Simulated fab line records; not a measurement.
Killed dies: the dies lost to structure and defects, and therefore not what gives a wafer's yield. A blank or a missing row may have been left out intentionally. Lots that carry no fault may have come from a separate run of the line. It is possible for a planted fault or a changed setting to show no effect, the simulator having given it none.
fab line records | flow ritCmos
[record] lots = 5 | wafers = 15 | lastDay = 6
route steps=202 shown PLDD@116 SPACER@125 M1@202
lots that met no fault: taken from a fault-free run of the same line
startH: hours from the record's first day to the start of the lot's first wafer shown | waitH: hours from the lot's prior step to this one | " identical to the entry in the row above | L1.1+2: one row covering several wafers at once | - no value, or no start was given | * or withheld: withheld | < > ~ a bound
route shown NAME@n: names a module that has steps shown in the file, with the first one's number in the route | usual: the fault-free wafers' mean and standard deviation | same: alike in all rows | chamber/n: place in a boat | sites: the reading at each site | _std_site: their standard deviation | _edge_site: the outer-site mean with the inner-site mean subtracted | radiusMm: how far each site lies from the wafer's centre | mask NAME#n: copy n | behind: tool/chamber where the wafer was last shaped | hold: why the lot went on hold/how many hours it stayed there/how the hold came to an end | device: whichever transistor did not switch (one of n, p or np) | end of line: the same wafers' tests at the end of the route | a step given without rows: its recipe and nothing more | killed: the dies lost at the first sort to structure and to defects; this is not the yield of the wafer | map: a wafer's dies, x killed, . not, _ none there
set.NAME: setting as actually run; set.NAME@STEP: the setting as run at that earlier step | model.NAME: the simulator's own value behind a step, which no gauge read
lots at some steps of the route; a table a step, a row a wafer
services: a tool's chamber out of use, with start hour (startH, from the record's first day; less than 0 if before it), hours out, and reason
[[steps]]
[step RIT_PLDD_SOFTBAKE_02]
[recipe] resist = NOVOLAK | tempC = 90 | timeS = 60
[step RIT_PLDD_EXPOSE_03]
[recipe] maskId = M8 | na = 0.57 | targetCdNm = 40900 | doseMj = 250
[step RIT_PLDD_PEB_04]
[recipe] resist = NOVOLAK | tempC = withheld | timeS = withheld
[step RIT_PLDD_DEVELOP_05]
[recipe] resist = NOVOLAK | developTimeS = 50 | devTempC = 23
[step RIT_PLDD_OVL_MEAS_06]
[usual] PLDD_OVL = -0.8/1.3
lot.wafer | tool       | chamber | startH | waitH | PLDD_OVL[nm]
L594.2    | overlay-02 | -       | 53.09  | -     | -0.5
L594.4    | "          | -       | "      | "     | -1.1
L594.5    | "          | -       | "      | "     | 0.5
L598.2    | overlay-01 | -       | 65.97  | -     | 1.5
L598.3    | "          | -       | "      | "     | 0.5
L598.4    | "          | -       | "      | "     | 0.2
L609.1    | overlay-01 | -       | 124.06 | -     | -1.2
L609.3    | "          | -       | "      | "     | -3.7
L609.4    | "          | -       | "      | "     | -3.3
L611.1    | overlay-01 | -       | 130.84 | -     | -1.3
L611.3    | "          | -       | "      | "     | -1.4
L611.5    | "          | -       | "      | "     | -3.0
L612.1    | overlay-02 | -       | 137.78 | -     | 0.5
L612.3    | "          | -       | "      | "     | -0.4
L612.4    | "          | -       | "      | "     | 0.0
[step RIT_PLDD_HARDBAKE_07]
[recipe] resist = NOVOLAK | tempC = 140 | timeS = 60
[step RIT_PLDD_IMPLANT_08]
[recipe] species = BF2 | energyKev = 19.88 | doseCm2 = 9e+14 | tiltDeg = 7
[step RIT_PLDD_STRIP_09]
[recipe] chemistry = O2 | timeS = 180 | resist = NOVOLAK | platenTempC = withheld | powerW = 500 | pressureMtorr = 4000 | o2FlowSccm = 4000
[usual] drypumpMotorCurrentA = 5.4/0.35 | o2FlowSccm = 4000/12
lot.wafer | tool           | chamber | startH | waitH | drypumpMotorCurrentA | o2FlowSccm | rfHoursCounterH
L594.2    | plasmaAsher-04 | 0       | 53.42  | 0.1   | 5.7                  | 3992       | 27
L594.4    | "              | 1       | "      | "     | 5.2                  | 4000       | -
L594.5    | "              | 1       | "      | "     | 5.2                  | 3990       | -
L598.2    | plasmaAsher-04 | 1       | 66.30  | 0.1   | 5.2                  | 4007       | 29
L598.3    | "              | 1       | "      | "     | 5.2                  | 4016       | -
L598.4    | "              | 0       | "      | "     | 5.8                  | 3991       | -
L609.1    | plasmaAsher-01 | 0       | 124.40 | 0.1   | 4.9                  | 3995       | 48
L609.3    | "              | 0       | "      | "     | 4.9                  | 3995       | -
L609.4    | "              | 1       | "      | "     | 5.4                  | 4005       | -
L611.1    | plasmaAsher-01 | 1       | 131.17 | 0.1   | 5.4                  | 3989       | 49
L611.3    | "              | 1       | "      | "     | 5.4                  | 4006       | -
L611.5    | "              | 1       | "      | "     | 5.4                  | 4003       | -
L612.1    | plasmaAsher-03 | 1       | 138.12 | 0.1   | 6.0                  | 3985       | 49
L612.3    | "              | 0       | "      | "     | 5.5                  | 4006       | -
L612.4    | "              | 1       | "      | "     | 6.0                  | 3989       | -
[step RIT_PLDD_TW_MEAS_10]
[usual] PLDD_TW = 2348/28
lot.wafer | tool         | chamber | startH | waitH | PLDD_TW
L594.2    | filmMetro-04 | -       | 53.60  | 0.1   | 2374
L594.4    | "            | -       | "      | "     | 2359
L594.5    | "            | -       | "      | "     | 2377
L598.2    | filmMetro-02 | -       | 66.48  | 0.1   | 2309
L598.3    | "            | -       | "      | "     | 2301
L598.4    | "            | -       | "      | "     | 2312
L609.1    | filmMetro-02 | -       | 124.57 | 0.1   | 2316
L609.3    | "            | -       | "      | "     | 2311
L609.4    | "            | -       | "      | "     | 2310
L611.1    | filmMetro-03 | -       | 131.35 | 0.1   | 2379
L611.3    | "            | -       | "      | "     | 2356
L611.5    | "            | -       | "      | "     | 2354
L612.1    | filmMetro-03 | -       | 138.29 | 0.1   | 2358
L612.3    | "            | -       | "      | "     | 2365
L612.4    | "            | -       | "      | "     | 2368
[step RIT_SPACER_CLEAN_00]
[recipe] chemistry = SC1 | mix = 3:3:50 | timeS = 600 | tempC = 75
[step RIT_SPACER_CLEAN_01]
[recipe] chemistry = dHF | dilution = 50:1 | timeS = 30
[step RIT_SPACER_CLEAN_02]
[recipe] chemistry = SC2 | mix = 3:3:50 | timeS = 600 | tempC = 75 | dry = n2Spin
[step RIT_SPACER_CVD_03]
[recipe] material = Si3N4 | targetThkNm = 250 | tempC = 810 | precursor = SiH2Cl2/NH3 | timeS = 3300 | pressureMtorr = 300 | sih2cl2FlowSccm = 60 | nh3FlowSccm = 150
[usual] nh3FlowSccm = 149.9/0.4 | spikeTcCentreC = 812.2/1.2 | spikeTcLoadC = 832.8/1.8 | spikeTcSourceC = 831.5/2 | zonePowerSourcePct = 19.3/0.43
lot.wafer | tool     | chamber | startH | waitH | nh3FlowSccm | spikeTcCentreC | spikeTcLoadC | spikeTcSourceC | zonePowerSourcePct | model.Si3N4_of_SPACER_CVD_03.thkNm
L594.2    | lpcvd-01 | 0       | 54.05  | 0.0   | 150.0       | 815.0          | 831.5        | 832.0          | 19.0               | 249.4
L594.4    | "        | 0       | "      | "     | 149.2       | 811.5          | 830.9        | 832.3          | 19.1               | 249.6
L594.5    | "        | 0       | "      | "     | 149.9       | 811.4          | 830.3        | 832.2          | 18.8               | 251.1
L598.2    | lpcvd-02 | 1       | 66.95  | 0.0   | 150.4       | 810.9          | 835.7        | 832.5          | 19.7               | 255
L598.3    | "        | 1       | "      | "     | 149.8       | 812.0          | 833.0        | 833.1          | 19.4               | 251
L598.4    | "        | 1       | "      | "     | 150.0       | 813.3          | 835.0        | 834.3          | 19.6               | 250.7
L609.1    | lpcvd-02 | 0       | 125.00 | 0.0   | 150.1       | 831.4          | 852.9        | 848.3          | 21.2               | 351
L609.3    | "        | 0       | "      | "     | 150.3       | 832.6          | 849.8        | 847.5          | 21.1               | 349.5
L609.4    | "        | 0       | "      | "     | 149.9       | 830.7          | 851.5        | 848.9          | 21.1               | 351.8
L611.1    | lpcvd-01 | 0       | 132.13 | 0.4   | 150.2       | 812.2          | 832.1        | 832.2          | 19.0               | 251.8
L611.3    | "        | 0       | "      | "     | 149.9       | 815.3          | 830.3        | 834.2          | 18.8               | 251.9
L611.5    | "        | 0       | "      | "     | 150.0       | 813.2          | 829.7        | 831.9          | 18.9               | 250.4
L612.1    | lpcvd-01 | 0       | 138.72 | 0.0   | 149.6       | 811.6          | 830.7        | 833.0          | 19.0               | 253
L612.3    | "        | 0       | "      | "     | 149.5       | 812.1          | 831.2        | 832.8          | 19.0               | 253.8
L612.4    | "        | 0       | "      | "     | 149.9       | 813.0          | 829.9        | 829.7          | 19.2               | 250.7
[step RIT_SPACER_THK_MEAS_04]
[recipe] reads = Si3N4_of_SPACER_CVD_03
[usual] SPACER_NITRIDE_THK = 250.1/2.4
lot.wafer | tool         | chamber | startH | waitH | SPACER_NITRIDE_THK[nm]
L594.2    | filmMetro-03 | -       | 55.98  | 0.0   | 249.4
L594.4    | "            | -       | "      | "     | 249.5
L594.5    | "            | -       | "      | "     | 251.1
L598.2    | filmMetro-04 | -       | 69.83  | 0.0   | 254.9
L598.3    | "            | -       | "      | "     | 250.8
L598.4    | "            | -       | "      | "     | 250.5
L609.1    | filmMetro-04 | -       | 126.92 | 0.0   | 351.0
L609.3    | "            | -       | "      | "     | 349.4
L609.4    | "            | -       | "      | "     | 352.1
L611.1    | filmMetro-01 | -       | 134.05 | 0.0   | 251.8
L611.3    | "            | -       | "      | "     | 252.0
L611.5    | "            | -       | "      | "     | 250.3
L612.1    | filmMetro-04 | -       | 140.64 | 0.0   | 253.0
L612.3    | "            | -       | "      | "     | 253.9
L612.4    | "            | -       | "      | "     | 250.9
[step RIT_SPACER_ETCHBACK_05]
[recipe] targetDepthA = 2500 | SF6_flow_sccm = 30 | CHF3_flow_sccm = 30 | target = Si3N4 | chemistry = SF6/CHF3 | pressureMtorr = 40 | rfW = 250 | timeS = 240 | stopOn = SiO2
[usual] drypumpMotorCurrentA = 5.41/0.29 | oesProductAu = 0.847/0.012 | throttleValvePct = 10.23/0.14
lot.wafer | tool       | chamber | startH | waitH | drypumpMotorCurrentA | oesProductAu | rfHoursCounterH | throttleValvePct | model.Si3N4_of_SPACER_CVD_03.thkNm | model.etch.depthNm
L594.2    | rieDiel-02 | 0       | 56.03  | 0.0   | 5.58                 | 0.851        | 132             | 10.08            | 195                                | 249.4
L594.4    | "          | 1       | "      | "     | 5.57                 | 0.846        | 1               | 10.19            | 195.4                              | 249.6
L594.5    | "          | 3       | "      | "     | 5.32                 | 0.843        | -               | 10.11            | 195.9                              | 251.1
L598.2    | rieDiel-01 | 2       | 69.88  | 0.0   | 5.50                 | 0.841        | 98              | 10.22            | 199.3                              | 255
L598.3    | "          | 3       | "      | "     | 5.27                 | 0.845        | 0               | 10.46            | 197.6                              | 251
L598.4    | "          | 1       | "      | "     | 5.24                 | 0.831        | 54              | 10.08            | 195.7                              | 250.7
L609.1    | rieDiel-03 | 1       | 126.98 | 0.1   | 5.69                 | 1.029        | 1               | 10.41            | 274.5                              | 315.3
L609.3    | "          | 3       | "      | "     | 4.96                 | 1.027        | 115             | 10.31            | 272.8                              | 317.5
L609.4    | "          | 3       | "      | "     | 4.96                 | 1.038        | -               | 10.31            | 274.3                              | 318.6
L611.1    | rieDiel-02 | 0       | 134.11 | 0.1   | 5.62                 | 0.861        | 134             | 10.07            | 196.7                              | 251.8
L611.3    | "          | 2       | "      | "     | 4.94                 | 0.851        | 10              | 10.35            | 197.8                              | 251.9
L611.5    | "          | 1       | "      | "     | 5.57                 | 0.842        | -               | 10.19            | 195.9                              | 250.4
L612.1    | rieDiel-03 | 1       | 140.70 | 0.1   | 5.70                 | 0.867        | 1               | 10.36            | 198.4                              | 253
L612.3    | "          | 2       | "      | "     | 5.49                 | 0.862        | 29              | 10.58            | 199.4                              | 253.8
L612.4    | "          | 2       | "      | "     | 5.56                 | 0.855        | -               | 10.58            | 197.1                              | 250.7
[step RIT_M1_PROBE_99]
[usual] killedAtFrontEnd = 7/3.3 | killedDies = 7/3.3 | killedOnRim = 2.0/1.5 | killedOpen = 3.5/2 | killedShort = 3.8/2.2
[same] grossDies = 264 | killed_at_M0_to_M3 = 0 | killed_at_M4_up = 0 | killedAtBackSide = 0 | killedAtContacts = 0 | killedAtOther = 0
lot.wafer | tool      | chamber | startH | waitH | killedAtFrontEnd | killedDies | killedOnRim | killedOpen | killedShort
L594.2    | prober-01 | -       | 67.94  | 0.1   | 0                | 0          | 0           | 0          | 0
L594.4    | prober-01 | -       | 68.04  | 0.2   | 4                | 4          | 2           | 2          | 2
L594.5    | prober-01 | -       | 68.09  | 0.2   | 4                | 4          | 0           | 4          | 0
L598.2    | prober-02 | -       | 81.32  | 0.1   | 4                | 4          | 2           | 2          | 2
L598.3    | prober-02 | -       | 81.37  | 0.2   | 6                | 6          | 2           | 6          | 0
L598.4    | prober-02 | -       | 81.42  | 0.2   | 10               | 10         | 2           | 6          | 4
L609.1    | prober-01 | -       | 138.08 | 0.1   | 264              | 264        | 70          | 14         | 6
L609.3    | prober-01 | -       | 138.18 | 0.2   | 264              | 264        | 70          | 10         | 10
L609.4    | prober-01 | -       | 138.23 | 0.2   | 264              | 264        | 70          | 7          | 8
L611.1    | prober-01 | -       | 145.04 | 0.1   | 13               | 13         | 4           | 5          | 8
L611.3    | prober-01 | -       | 145.14 | 0.2   | 6                | 6          | 3           | 4          | 2
L611.5    | prober-01 | -       | 145.24 | 0.2   | 1                | 1          | 0           | 1          | 0
L612.1    | prober-02 | -       | 151.96 | 0.1   | 10               | 10         | 2           | 4          | 6
L612.3    | prober-02 | -       | 152.06 | 0.2   | 8                | 8          | 2           | 2          | 6
L612.4    | prober-02 | -       | 152.11 | 0.2   | 7                | 7          | 2           | 6          | 1
// killed by level:class
L594.2
L594.4 FOX2:geometricParticle:open=1 GATE:geometricParticle:short=1 SPACER:geometricParticle:short=1 SPACER:geometricParticle:open=1
L594.5 ACTIVE:geometricParticle:open=1 GATE:geometricParticle:open=1 SPACER:geometricParticle:open=1 SILICIDE:geometricParticle:open=1
L598.2 SPACER:geometricParticle:open=2 GATE:geometricParticle:short=1 SPACER:geometricParticle:short=1
L598.3 GATE:geometricParticle:open=2 REOX:geometricParticle:open=2 FOX2:geometricParticle:open=1 SILICIDE:geometricParticle:open=1
L598.4 SILICIDE:geometricParticle:short=2 SILICIDE:geometricParticle:open=2 FOX1:geometricParticle:short=1 FOX2:geometricParticle:open=1 GATE:geometricParticle:open=1 GATE:geometricParticle:short=1 REOX:geometricParticle:open=1 SPACER:geometricParticle:open=1
L609.1 SPACER:areaEtchback=244 SPACER:geometricParticle:open=6 GATE:geometricParticle:open=5 GATE:geometricParticle:short=3 SPACER:geometricParticle:short=3 FOX1:geometricParticle:open=1 FOX2:geometricParticle:open=1 SILICIDE:geometricParticle:open=1
L609.3 SPACER:areaEtchback=244 SPACER:geometricParticle:short=7 FOX1:geometricParticle:open=3 SPACER:geometricParticle:open=3 SILICIDE:geometricParticle:open=2 FOX1:geometricParticle:short=1 GATE:geometricParticle:short=1 GATE:geometricParticle:open=1
L609.4 SPACER:areaEtchback=249 GATE:geometricParticle:open=4 GATE:geometricParticle:short=3 FOX1:geometricParticle:short=2 REOX:geometricParticle:short=2 FOX1:geometricParticle:open=1 SPACER:geometricParticle:open=1 SILICIDE:geometricParticle:short=1
L611.1 FOX1:geometricParticle:open=3 FOX1:geometricParticle:short=3 GATE:geometricParticle:short=2 SILICIDE:geometricParticle:short=2 FOX2:geometricParticle:open=1 REOX:geometricParticle:short=1 SPACER:geometricParticle:open=1
L611.3 FOX1:geometricParticle:open=3 FOX1:geometricParticle:short=1 SPACER:geometricParticle:open=1 SILICIDE:geometricParticle:short=1
L611.5 FOX1:geometricParticle:open=1
L612.1 FOX1:geometricParticle:short=2 SPACER:geometricParticle:short=2 FOX1:geometricParticle:open=1 FOX2:geometricParticle:open=1 GATE:geometricParticle:short=1 REOX:geometricParticle:short=1 REOX:geometricParticle:open=1 SPACER:geometricParticle:open=1
L612.3 GATE:geometricParticle:short=2 REOX:geometricParticle:short=2 FOX1:geometricParticle:open=1 FOX2:geometricParticle:short=1 GATE:geometricParticle:open=1 SILICIDE:geometricParticle:short=1
L612.4 FOX1:geometricParticle:open=2 GATE:geometricParticle:open=2 FOX2:geometricParticle:open=1 GATE:geometricParticle:short=1 SPACER:geometricParticle:open=1
// map L609.1 (x killed, . not)
________xxxxxxx_______
_____xxxxxxxxxxxxx____
____xxxxxxxxxxxxxxx___
___xxxxxxxxxxxxxxxxx__
__xxxxxxxxxxxxxxxxxxx_
__xxxxxxxxxxxxxxxxxxx_
_xxxxxxxxxxxxxxxxxxxxx
_xxxxxxxxxxxxxxxxxxxxx
_xxxxxxxxxxxxxxxxxxxxx
_xxxxxxxxxxxxxxxxxxxxx
__xxxxxxxxxxxxxxxxxxx_
__xxxxxxxxxxxxxxxxxxx_
___xxxxxxxxxxxxxxxxx__
____xxxxxxxxxxxxxxx___
_____xxxxxxxxxxxxx____
________xxxxxxx_______
// map L598.4 (x killed, . not)
________......._______
_____........x....____
____.......x.......___
___..x....x.........__
__..................._
__................x.._
_x....................
_.....................
_.....................
_...................x.
__....x.............._
__..................._
___......x......x...__
____...............___
_____.............____
________......._______
[[services]]
tool           | chamber | startH | hours | kind
lpcvd-01       | -       | 31.60  | 0.7   | repair
rieDiel-01     | 3       | 42.68  | -     | clean
rieDiel-01     | 3       | 42.68  | 13.3  | scheduledDown
rieDiel-01     | 3       | 42.68  | 13.3  | ventCycle
plasmaAsher-03 | -       | 45.49  | 2.8   | repair
rieDiel-03     | 1       | 59.21  | 9.7   | repair
rieDiel-03     | 1       | 69.05  | -     | clean
rieDiel-03     | 1       | 69.05  | 29.8  | scheduledDown
rieDiel-03     | 1       | 69.05  | 29.8  | ventCycle
rieDiel-01     | 0       | 73.65  | -     | clean
rieDiel-01     | 0       | 73.65  | 18.6  | scheduledDown
rieDiel-01     | 0       | 73.65  | 18.6  | ventCycle
plasmaAsher-03 | -       | 78.11  | 4.9   | repair
rieDiel-01     | 2       | 79.10  | 2.7   | repair
rieDiel-03     | 0       | 108.92 | 5.8   | repair
rieDiel-02     | 2       | 110.75 | 1.8   | repair
rieDiel-03     | 0       | 114.69 | -     | clean
rieDiel-03     | 0       | 114.69 | 28.4  | scheduledDown
rieDiel-03     | 0       | 114.69 | 28.4  | ventCycle
[[key]]
[firstSign] step = RIT_SPACER_CVD_03 | reading = spikeTcCentreC | direction = up | sigmas = 17 | usual = 812.2 | struck = 831.6
[effect] step = RIT_SPACER_CVD_03 | reading = spikeTcLoadC | direction = up | sigmas = 10 | usual = 832.8 | struck = 851.4
[effect] step = RIT_SPACER_THK_MEAS_04 | reading = SPACER_NITRIDE_THK | direction = up | sigmas = 42 | usual = 250.1 | struck = 350.8
[effect] step = RIT_SPACER_ETCHBACK_05 | reading = oesProductAu | direction = up | sigmas = 16 | usual = 0.847 | struck = 1.031
[effect] step = RIT_M1_PROBE_99 | reading = killedAtFrontEnd | direction = up | sigmas = 77 | usual = 7 | struck = 264
[modelEffect] step = RIT_SPACER_CVD_03 | value = Si3N4_of_SPACER_CVD_03.thkNm | without = 246.2 | struck = 350.8
[modelEffect] step = RIT_SPACER_ETCHBACK_05 | value = Si3N4_of_SPACER_CVD_03.thkNm | without = 192.2 | struck = 273.8
[moreKillsBornAt] RIT_SPACER_ETCHBACK_05@rieDiel-03 = 737
metAt RIT_SPACER_CVD_03
struckWafers L609.1,L609.3,L609.4
laterRowsLeftOut L609.1,L609.3,L609.4
testerLeftOut L609
[fault] kind = processParameterDrift | tool = lpcvd-02 | chamber = 0 | onsetH = 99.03 | steps = RIT_SPACER_CVD_03 | channel = tempC | offset = * | shape = step | endH = 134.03 | actsIn = * | stated = *
// testerLeftOut: of these lots the tester's yield and bins aren't shown, on N5 and GAA mostly nor the transistor test; their killed dies are dies lost to structure and defects alone, not to doping, threshold or leakage, so they don't give the yield
// laterRowsLeftOut: the simulator's readings of these wafers behind a module that went badly wrong aren't trusted and aren't shown, but for the sort
